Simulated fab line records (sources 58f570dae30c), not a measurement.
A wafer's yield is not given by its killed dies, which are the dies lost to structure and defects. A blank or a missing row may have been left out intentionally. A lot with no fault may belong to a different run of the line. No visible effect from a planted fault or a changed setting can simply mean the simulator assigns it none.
Problem report in the 8D (eight disciplines) form, filled by code + flow berkeley_cmos170 + the parts of the form that need people (team, actions taken, sign-off) are left out

== 1. THE PROBLEM ==
Mean of dose_ions_cm2 at UCB170_NVT_IMPLANT_07: 3e+12 across 6 wafers in 2 lots; on wafers with no fault it is 3e+12 (standard deviation 3.3e+09). That puts it -47 standard deviations away from the usual mean.
Earliest sighting: wafer L963.1 on implanter-04 at day 8 11:38. Wafers with a number at this step in the record: 18, from 6 lots. The rule behind "out" and "out of limits": a value lying over 4 standard deviations away from the usual mean. The other wafers with a number count as sound.

== 2. WHAT IT IS AND WHAT IT IS NOT ==
| question                    | is                     | is not                                                                         |
|-----------------------------|------------------------|--------------------------------------------------------------------------------|
| which readings at this step | dose_ions_cm2          | -                                                                              |
| which lots                  | L963, L967             | L959, L973, L974, L975                                                         |
| which wafers of those lots  | all that have a number | -                                                                              |
| read on which tools         | implanter-04           | implanter-01, implanter-02                                                     |
| when                        | from day 8 11:38       | up to then (3 sound wafers); but 9 sound wafers of L973, L974, L975 came after |

== 3. SUSPECTS, AND WHAT RULES EACH OUT ==
Counting: a tool stays on the suspect list if, at a process step up to the reading, it processed all lots that are out and no sound lot following the first of them.
- implanter-04 at UCB170_NVT_IMPLANT_07: kept. It ran every lot that is out, first L963 (day 8 11:38), and no sound lot after that; its last sound lot up to then is L959 (day 7 01:37). On those wafers its own readings are out: dose_ions_cm2.
Remaining after the count: implanter-04 at UCB170_NVT_IMPLANT_07.

== 4. THE CAUSE (what the simulator had put in) ==
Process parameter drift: implanter-04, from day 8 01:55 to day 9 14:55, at UCB170_NVT_IMPLANT_07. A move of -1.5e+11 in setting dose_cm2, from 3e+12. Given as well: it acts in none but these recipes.
Counting left only this tool.

== 5. THE CHAIN OF EFFECTS, in route order ==
One row per reading whose mean, taken over the struck wafers that have a number, lies over 3 standard deviations from the usual. Scope: only readings with a usual standard deviation given in the record; hours: median across lots of the time from each lot's start at the first step in this table that gives one to its start at this step; sigmas: change in usual standard deviations.
| hours | step                  | reading       | usual | on struck wafers | change | sigmas |
|-------|-----------------------|---------------|-------|------------------|--------|--------|
| 0     | UCB170_NVT_IMPLANT_07 | dose_ions_cm2 | 3e+12 | 3e+12            | -2e+11 | -47    |
Process steps it contains:
- UCB170_NVT_IMPLANT_07

== 6. HOW IT WOULD HAVE BEEN CAUGHT EARLIER ==
The fault began at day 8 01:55; the first out-of-limits reading in this record came at day 8 11:38, 10 hours later.
